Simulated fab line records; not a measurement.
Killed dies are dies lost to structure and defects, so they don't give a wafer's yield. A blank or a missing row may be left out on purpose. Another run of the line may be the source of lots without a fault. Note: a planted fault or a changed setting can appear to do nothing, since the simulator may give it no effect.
Comparing a struck lot with a sound one | flow berkeley-cmos170 | 14 out of 331 route steps
Sound: wafers L879.2, L879.5, L879.6. Wafers struck: L884.2, L884.3, L884.6. The cause is given at the end.
At each step with rows: each side's tool, then ch and its chambers, then its first start. Under that, the readings that differ: sound wafers | struck wafers | difference of the means | sigmas: that difference in standard deviations of wafers without a fault.
alike: same words and numbers on both sides, and readings whose means sit less than 2 such deviations apart. not compared: any withheld reading, any reading some wafer has no value for, any bound like >300 that may hide the same value, and any number with overlapping values for which the record gives no deviation.
A row with sigmas, a row that says differs or no value, or rows on one side alone: a step with any of these is where the two part. Numbers that have no deviation but don't overlap get no sigmas and don't part them. A reading missing from all wafers of one side parts the sides only when that side holds two or more wafers.

first, 1 step without rows for these wafers: UCB170_NLDD_IMPLANT_09.
UCB170_NLDD_STRIP_10: strips in O2.
  sound on plasma-asher-03 ch 0,1, day 7 15:01; struck on plasma-asher-04 ch 0,1, day 8 13:55
  reading                      | sound             | struck            | difference | sigmas
  strip-time-to-endpoint-s (s) | 21.55 21.60 21.54 | 21.79 21.78 21.84 | +0.24      | +3
  alike: drypump-motor-current-A, oes-product-au
  not compared: rf-hours-counter-h
UCB170_NLDD_TW_MEAS_11:
  sound on film-metro-02 at day 7 15:07; struck on film-metro-02 at day 8 14:01
  alike: NLDD_TW
then, 1 step without rows for these wafers: UCB170_NLDD_CLEAN_12 (cleans in SPM, time 600 s).
UCB170_SPACER_CVD_00: deposits SiO2 from TEOS/O2, target thk 376 nm, time 47 s.
  sound on pecvd-03 ch 1,2, day 7 15:22; struck on pecvd-03 ch 1,2, day 8 14:15
  alike: heater-power-w
UCB170_SPACER_THK_MEAS_01:
  sound on film-metro-03 at day 7 15:25; struck on film-metro-04 at day 8 14:18
  alike: SPACER_TEOS_THK
then, 1 step without rows for these wafers: UCB170_SPACER_ANNEAL_02 (time 1800 s).
UCB170_SPACER_ETCHBACK_03: etches SiO2 in CHF3/CF4/Ar, stops on Si, target depth 376 nm, time 100 s.
  sound on rie-diel-04 ch 0,1,2, day 7 19:00; struck on rie-diel-04 ch 0,2,3, day 8 18:50
  alike: drypump-motor-current-A, oes-product-au, throttle-valve-pct
  not compared: rf-hours-counter-h
then, 4 steps without rows for these wafers: UCB170_PSD_HMDS_00 (prime time 60 s); UCB170_PSD_COAT_01 (resist thk 900 nm); UCB170_PSD_SOFTBAKE_02 (time 60 s); UCB170_PSD_EXPOSE_03 (exposes mask PSELECT MOD, target cd 1200 nm).
UCB170_PSD_PEB_04:
  sound on litho-track-04 ch 0, day 7 19:58; struck on litho-track-04, day 8 19:30
  no value came back on the struck wafers for chill-plate-temp-C (C), exhaust-pa (Pa), plate-temp-C (C); on the sound wafers chill-plate-temp-C (C) reads 23.02 23.01 23.15
then, 1 step without rows for these wafers: UCB170_PSD_DEVELOP_05 (develop time 45 s).

== WHERE THEY PART ==
Last at UCB170_PSD_PEB_04 as far as this record goes, first at UCB170_NLDD_STRIP_10.

WHY: what the simulator had put in
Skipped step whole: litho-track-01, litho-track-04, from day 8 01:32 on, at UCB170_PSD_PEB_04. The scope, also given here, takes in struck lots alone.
